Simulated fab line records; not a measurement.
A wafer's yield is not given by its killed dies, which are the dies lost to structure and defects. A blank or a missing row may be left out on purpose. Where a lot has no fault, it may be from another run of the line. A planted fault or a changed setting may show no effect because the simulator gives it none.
Which of the tools did it? | flow rit_cmos | Sampling: 16 lots, 48 wafers, 2 of 202 route steps

== WHAT EACH GAUGE READ, for each wafer ==
RIT_NRETRO_OVL_MEAS_06. Usual: for NRETRO_OVL the level is 0.1 nm and the standard deviation is 1.3.
lot  | measured    | on         | NRETRO_OVL (nm)      | flag
L389 | day 2 07:12 | overlay-01 | 0.7 -0.3 -0.3        |
L390 | day 2 12:14 | overlay-01 | 0.5 -0.3 1.0         |
L391 | day 2 16:31 | overlay-02 | -1.5 -0.2 1.4        |
L392 | day 2 20:40 | overlay-01 | -301.8 -301.0 -301.4 | OFF
L393 | day 3 02:00 | overlay-01 | -299.9 -299.3 -300.1 | OFF
L394 | day 3 08:00 | overlay-02 | -298.9 -299.4 -301.5 | OFF
L395 | day 3 13:20 | overlay-02 | -298.5 -298.7 -298.2 | OFF
L398 | day 4 04:29 | overlay-02 | 0.7 1.4 3.6          |
L401 | day 4 20:26 | overlay-01 | 2.1 1.3 1.3          |
L402 | day 4 23:54 | overlay-01 | 1.7 2.0 1.5          |
L404 | day 5 09:49 | overlay-01 | -2.3 -1.3 0.0        |
L405 | day 5 14:53 | overlay-01 | 0.4 0.7 -0.1         |
L406 | day 5 21:02 | overlay-01 | 2.7 2.8 1.8          |
L408 | day 6 05:56 | overlay-02 | -0.2 -0.7 -0.7       |
L409 | day 6 11:27 | overlay-01 | -2.0 -2.0 -3.1       |
L412 | day 7 01:04 | overlay-02 | 2.4 1.3 0.7          |

== TOOL THAT RAN EACH LOT (tool first, then ch and the chambers of the sampled wafers, then the start) ==
lot  | RIT_NRETRO_EXPOSE_03
L389 | iline_stepper-02 ch 0, day 2 06:46
L390 | iline_stepper-01 ch 0, day 2 11:50
L391 | iline_stepper-01 ch 0, day 2 16:05
L392 | iline_stepper-01 ch 0, day 2 20:16
L393 | iline_stepper-01 ch 0, day 3 01:34
L394 | iline_stepper-01 ch 0, day 3 07:34
L395 | iline_stepper-01 ch 0, day 3 12:56
L398 | iline_stepper-02 ch 0, day 4 04:02
L401 | iline_stepper-02 ch 0, day 4 20:03
L402 | iline_stepper-02 ch 0, day 4 23:28
L404 | iline_stepper-02 ch 0, day 5 09:23
L405 | iline_stepper-02 ch 0, day 5 14:27
L406 | iline_stepper-02 ch 0, day 5 20:37
L408 | iline_stepper-02 ch 0, day 6 05:31
L409 | iline_stepper-02 ch 0, day 6 11:01
L412 | iline_stepper-02 ch 0, day 7 00:38
- RIT_NRETRO_EXPOSE_03: exposes mask M4, target cd 43900 nm.

== AS READ BY THE TOOLS THEMSELVES (means over the sampled wafers that have a number; for cases with no such wafer, the mark the record gives instead) ==
RIT_NRETRO_EXPOSE_03. Usual: focus_offset_nm reads 0.0 nm (standard deviation 0.61).
lot  | tool             | focus_offset_nm (nm) | flag
L389 | iline_stepper-02 | 0.5                  |
L390 | iline_stepper-01 | -0.3                 |
L391 | iline_stepper-01 | -0.1                 |
L392 | iline_stepper-01 | 0.1                  |
L393 | iline_stepper-01 | -0.1                 |
L394 | iline_stepper-01 | 0.5                  |
L395 | iline_stepper-01 | -1.1                 |
L398 | iline_stepper-02 | -0.4                 |
L401 | iline_stepper-02 | -0.5                 |
L402 | iline_stepper-02 | 0.5                  |
L404 | iline_stepper-02 | 0.0                  |
L405 | iline_stepper-02 | -0.3                 |
L406 | iline_stepper-02 | 0.7                  |
L408 | iline_stepper-02 | 0.5                  |
L409 | iline_stepper-02 | -0.7                 |
L412 | iline_stepper-02 | -0.1                 |

== THE ANSWER, worked out from the rows above alone ==
Rule: lot off if the mean of its wafers having a number is beyond 3 standard deviations from the usual mean. A lot without any number at a reading at which 4 lots or more have one is off too. Where the step has rows for the other lots, those lots are counted as sound. After the gauges, taken in route order, come the tools' own readings; for these a lot's mean is taken, as printed above. The first step at which some lot is off is used, and at that step the reading that is off furthest; a lot without a number counts as furthest.
Off: at RIT_NRETRO_OVL_MEAS_06 (NRETRO_OVL), L392, L393, L394, L395.
If a tool, at a process step before that reading, ran all the lots that are off and no sound lot after the first of them, it fits. Those tools and the gauges at RIT_NRETRO_OVL_MEAS_06 are tried in the same way. One fits: iline_stepper-01 at RIT_NRETRO_EXPOSE_03. A fault onset in the window from L391 (day 2 16:05, its last sound lot) to L392 (day 2 20:16, its first lot off) fits.

== WHAT HAD BEEN PUT IN BY THE SIMULATOR ==
Scanner matching overlay: iline_stepper-01, from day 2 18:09 on, at RIT_NRETRO_EXPOSE_03. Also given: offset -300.
Shown lots that were struck: L392, L393, L394, L395. Same finding as the rule above.
